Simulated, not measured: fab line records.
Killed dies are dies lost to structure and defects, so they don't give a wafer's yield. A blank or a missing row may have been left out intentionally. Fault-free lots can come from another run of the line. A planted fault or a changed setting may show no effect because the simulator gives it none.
fab line records | flow berkeley-cmos170
record: lots: 14 | wafers: 42 | last-day: 12
route steps=331 shown M1@250
lots with no fault: from the same line, run without faults
start-h: start of the lot's first displayed wafer, in hours after the record's first day | wait-h: hours since the lot's step before | " repeats the value in the row above | L1.1+2: several wafers, shown together as one row | - no value, or no start given | * or withheld: withheld | < > ~ a bound
route shown NAME@n: a module of which the file shows steps, and the number in the route of the first | usual: average and standard deviation across the fault-free wafers | same: alike in all rows | chamber/n: place in a boat | sites: per-site readings | _std_site: their standard deviation | _edge_site: outer sites' mean less inner sites' | radius-mm: how far each site lies from the wafer's centre | mask NAME#n: copy n | behind: the tool/chamber that last shaped the wafer | hold: reason for holding the lot/hours on hold/outcome of the hold | device: the n, p or np transistor that did not switch | end of line: tests run on the same wafers once the route is complete | where a step has no rows: the recipe by itself | killed: dies lost to structure and defects at the first sort, not the wafer's yield | map: dies across one wafer; x = killed, . = not, _ = none there
set.NAME: the run value of the setting; set.NAME@STEP: its run value at that earlier step | model.NAME: the simulator's own value behind a step, which no gauge read
the route's steps for a sample of lots (tables are steps, rows are wafers)
services: from which hour (start-h, from the record's first day; less than 0 if before it) a tool's chamber was out of use, for how many hours, and why
== steps ==
step: UCB170_M1_METAL_ETCH_12
recipe: chemistry: Cl2/BCl3 | target: Al | stop-on: PSG | pressure-mtorr: 12 | target-depth-a: 7800 | over-etch-frac: 0.3 | time-s: 130 | icp-w: 600 | bias-w: 120 | Cl2_flow_sccm: 90 | bcl3-flow-sccm: 45
usual: bcl3-flow-sccm: 45.01/0.13 | drypump-motor-current-A: 5.8/0.71 | he-backside-leak-sccm: 3.39/0.18 | oes-product-au: 0.853/0.0078 | over-etch-frac: 0.3/0 | throttle-valve-pct: 24.44/0.18
lot.wafer | tool         | chamber | start-h | wait-h | bcl3-flow-sccm | drypump-motor-current-A | he-backside-leak-sccm | oes-product-au | over-etch-frac | rf-hours-counter-h | throttle-valve-pct
L520.3    | rie-metal-03 | 0       | 170.74  | -      | 45.19          | 4.7                     | 3.46                  | 0.850          | 0.3            | -                  | 24.69
L520.5    | "            | 0       | "       | "      | 45.11          | 4.7                     | 3.60                  | 0.856          | 0.3            | -                  | 24.69
L520.6    | "            | 1       | "       | "      | 45.06          | 6.5                     | 3.14                  | 0.848          | 0.3            | -                  | 24.45
L517.2    | rie-metal-04 | 0       | 172.20  | -      | 45.21          | 6.6                     | 3.23                  | 0.856          | 0.3            | 1.2                | 24.59
L517.3    | "            | 1       | "       | "      | 45.08          | 5.3                     | 3.16                  | 0.855          | 0.3            | -                  | 24.23
L517.4    | "            | 0       | "       | "      | 45.05          | 6.6                     | 3.38                  | 0.849          | 0.3            | -                  | 24.58
L516.2    | rie-metal-02 | 1       | 172.65  | -      | 44.79          | 5.9                     | 3.66                  | 0.854          | 0.3            | -                  | 24.25
L516.4    | "            | 1       | "       | "      | 44.96          | 5.8                     | 3.66                  | 0.855          | 0.3            | -                  | 24.27
L516.6    | "            | 1       | "       | "      | 44.77          | 5.9                     | 3.90                  | 0.844          | 0.3            | -                  | 24.25
L519.1    | rie-metal-03 | 0       | 179.76  | -      | 45.00          | 4.7                     | 3.74                  | 0.854          | 0.3            | 4.9                | 24.70
L519.3    | "            | 0       | "       | "      | 44.85          | 4.7                     | 3.63                  | 0.857          | 0.3            | -                  | 24.66
L519.5    | "            | 0       | "       | "      | 44.77          | 4.7                     | 3.42                  | 0.863          | 0.3            | -                  | 24.68
L518.2    | rie-metal-04 | 1       | 180.03  | -      | 45.07          | 5.3                     | 3.17                  | 0.855          | 0.3            | 2.2                | 24.22
L518.4    | "            | 0       | "       | "      | 45.02          | 6.6                     | 3.28                  | 0.845          | 0.3            | -                  | 24.59
L518.6    | "            | 0       | "       | "      | 44.84          | 6.6                     | 3.20                  | 0.850          | 0.3            | -                  | 24.59
L522.2    | rie-metal-03 | 0       | 197.44  | -      | 44.72          | 4.7                     | 3.34                  | 0.857          | 0.3            | 5.6                | 24.69
L522.5    | "            | 0       | "       | "      | 44.94          | 4.7                     | 3.50                  | 0.869          | 0.3            | -                  | 24.68
L522.6    | "            | 1       | "       | "      | 45.09          | 6.4                     | 3.34                  | 0.865          | 0.3            | -                  | 24.44
L523.2    | rie-metal-04 | 1       | 205.92  | -      | 44.86          | 5.3                     | 3.09                  | 0.861          | 0.3            | 3.6                | 24.21
L523.3    | "            | 0       | "       | "      | 45.07          | 6.6                     | 3.16                  | 0.852          | 0.3            | -                  | 24.60
L523.6    | "            | 1       | "       | "      | 44.75          | 5.4                     | 3.23                  | 0.867          | 0.3            | -                  | 24.22
L529.1    | rie-metal-03 | 1       | 229.82  | -      | 45.09          | 6.5                     | 3.24                  | 0.886          | 0.19067        | 5.2                | 24.45
L529.2    | "            | 0       | "       | "      | 45.04          | 4.7                     | 3.33                  | 0.893          | 0.19067        | 6.3                | 24.68
L529.4    | "            | 1       | "       | "      | 44.96          | 6.5                     | 3.24                  | 0.886          | 0.19067        | -                  | 24.46
L531.1    | rie-metal-03 | 1       | 232.24  | -      | 44.92          | 6.4                     | 3.23                  | 0.889          | 0.19067        | 5.3                | 24.43
L531.3    | "            | 1       | "       | "      | 44.85          | 6.5                     | 3.13                  | 0.889          | 0.19067        | -                  | 24.46
L531.5    | "            | 1       | "       | "      | 44.91          | 6.5                     | 3.16                  | 0.894          | 0.19067        | -                  | 24.43
L526.2    | rie-metal-04 | 0       | 232.53  | -      | 44.87          | 6.6                     | 3.56                  | 0.858          | 0.3            | 3.1                | 24.58
L526.3    | "            | 1       | "       | "      | 45.07          | 5.3                     | 3.20                  | 0.860          | 0.3            | -                  | 24.23
L526.4    | "            | 0       | "       | "      | 45.04          | 6.6                     | 3.58                  | 0.845          | 0.3            | -                  | 24.59
L534.1    | rie-metal-04 | 1       | 254.12  | -      | 45.26          | 5.4                     | 3.11                  | 0.858          | 0.3            | 5.1                | 24.25
L534.4    | "            | 1       | "       | "      | 45.16          | 5.3                     | 3.15                  | 0.853          | 0.3            | -                  | 24.21
L534.5    | "            | 1       | "       | "      | 44.95          | 5.4                     | 3.02                  | 0.867          | 0.3            | -                  | 24.22
L535.1    | rie-metal-02 | 0       | 255.27  | -      | 44.94          | 6.0                     | 3.16                  | 0.862          | 0.3            | 3.3                | 24.25
L535.2    | "            | 1       | "       | "      | 44.77          | 5.8                     | 3.50                  | 0.850          | 0.3            | 6.6                | 24.27
L535.4    | "            | 0       | "       | "      | 45.06          | 5.9                     | 3.42                  | 0.852          | 0.3            | -                  | 24.26
L536.3    | rie-metal-04 | 1       | 266.80  | -      | 45.29          | 5.3                     | 3.21                  | 0.850          | 0.3            | -                  | 24.22
L536.4    | "            | 0       | "       | "      | 45.06          | 6.6                     | 3.57                  | 0.840          | 0.3            | -                  | 24.61
L536.6    | "            | 0       | "       | "      | 45.16          | 6.6                     | 3.48                  | 0.841          | 0.3            | -                  | 24.60
L539.1    | rie-metal-02 | 0       | 278.90  | -      | 44.99          | 6.0                     | 3.47                  | 0.862          | 0.3            | 3.9                | 24.25
L539.4    | "            | 1       | "       | "      | 44.99          | 5.9                     | 3.47                  | 0.857          | 0.3            | -                  | 24.27
L539.6    | "            | 1       | "       | "      | 45.04          | 5.9                     | 3.60                  | 0.853          | 0.3            | -                  | 24.26
== services ==
tool         | chamber | start-h | hours | kind
rie-metal-02 | 0       | 159.93  | -     | clean
rie-metal-02 | 0       | 159.93  | 18.5  | scheduled-down
rie-metal-02 | 0       | 159.93  | 18.5  | vent-cycle
rie-metal-02 | 1       | 175.15  | 1.2   | repair
rie-metal-04 | 0       | 195.92  | 5.3   | repair
rie-metal-02 | -       | 258.01  | 0.8   | repair
rie-metal-03 | -       | 266.05  | 0.9   | repair
rie-metal-04 | 1       | 267.90  | 6.2   | repair
== key ==
first-sign: step: UCB170_M1_METAL_ETCH_12 | reading: over-etch-frac | direction: down | sigmas: 99+ | usual: 0.3 | struck: 0.19067
effect: step: UCB170_M1_METAL_ETCH_12 | reading: oes-product-au | direction: up | sigmas: 4.7 | usual: 0.853 | struck: 0.890
met-at UCB170_M1_METAL_ETCH_12
struck-lots L529,L531
onset-between 197.44 229.82
fault: kind: process-parameter-drift | tool: rie-metal-03 | chamber: - | onset-h: 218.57 | steps: UCB170_M1_METAL_ETCH_12 | channel: over-etch-frac | offset: -0.10933 | shape: step | end-h: 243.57 | acts-in: these-recipes-only | stated: 0.3
